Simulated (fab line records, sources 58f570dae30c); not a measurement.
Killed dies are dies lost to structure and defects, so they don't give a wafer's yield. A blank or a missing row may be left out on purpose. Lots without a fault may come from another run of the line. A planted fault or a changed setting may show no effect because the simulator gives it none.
Chamber matching | flow berkeley_cmos170 | UCB170_ZERO_ETCH_06 on rie_diel-01: 4 sister chambers
The step etches SiO2 in CHF3/CF4/Ar, time 12 s. 4 wafers are shown with their chamber, then 10 later ones without.

WAFERS WITH THEIR CHAMBER
wafer  | chamber | drypump_motor_current_A (A)
L088.1 | 2       | 5.0
L089.4 | 1       | 6.6
L089.6 | 3       | 6.0
L090.5 | 0       | 5.8

WAFERS WITHOUT THEIR CHAMBER
wafer  | drypump_motor_current_A (A)
L090.6 | 5.9
L094.3 | 6.6
L094.5 | 5.9
L094.6 | 5.7
L096.2 | 6.6
L096.3 | 5.7
L096.4 | 5.9
L097.1 | 5.0
L097.3 | 5.7
L097.6 | 5.7

WHICH CHAMBER EACH WENT THROUGH
wafer  | from the rows above     | in truth
L090.6 | can't be placed: 3 or 0 | 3
L094.3 | 1                       | 1
L094.5 | can't be placed: 3 or 0 | 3
L094.6 | 0                       | 0
L096.2 | 1                       | 1
L096.3 | 0                       | 0
L096.4 | can't be placed: 3 or 0 | 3
L097.1 | 2                       | 2
L097.3 | 0                       | 0
L097.6 | 0                       | 0
Placed correctly: 7 of 10. Can't be placed from these rows: 3 (the true chamber is among the candidates in 3). Placed wrongly: 0.
How it was worked out, from the rows above alone: a wafer's distance from a chamber is the root of the sum, over the readings, of the square of ((its reading less the chamber's mean) divided by the reading's scatter). The wafer belongs to the nearest chamber; if the next one is less than 2 further off, it can't be placed. A chamber's mean is the mean of its shown wafers. The scatter: with one shown wafer a chamber, the root of the mean of the squares of how far each hidden wafer lies from its nearest shown one.
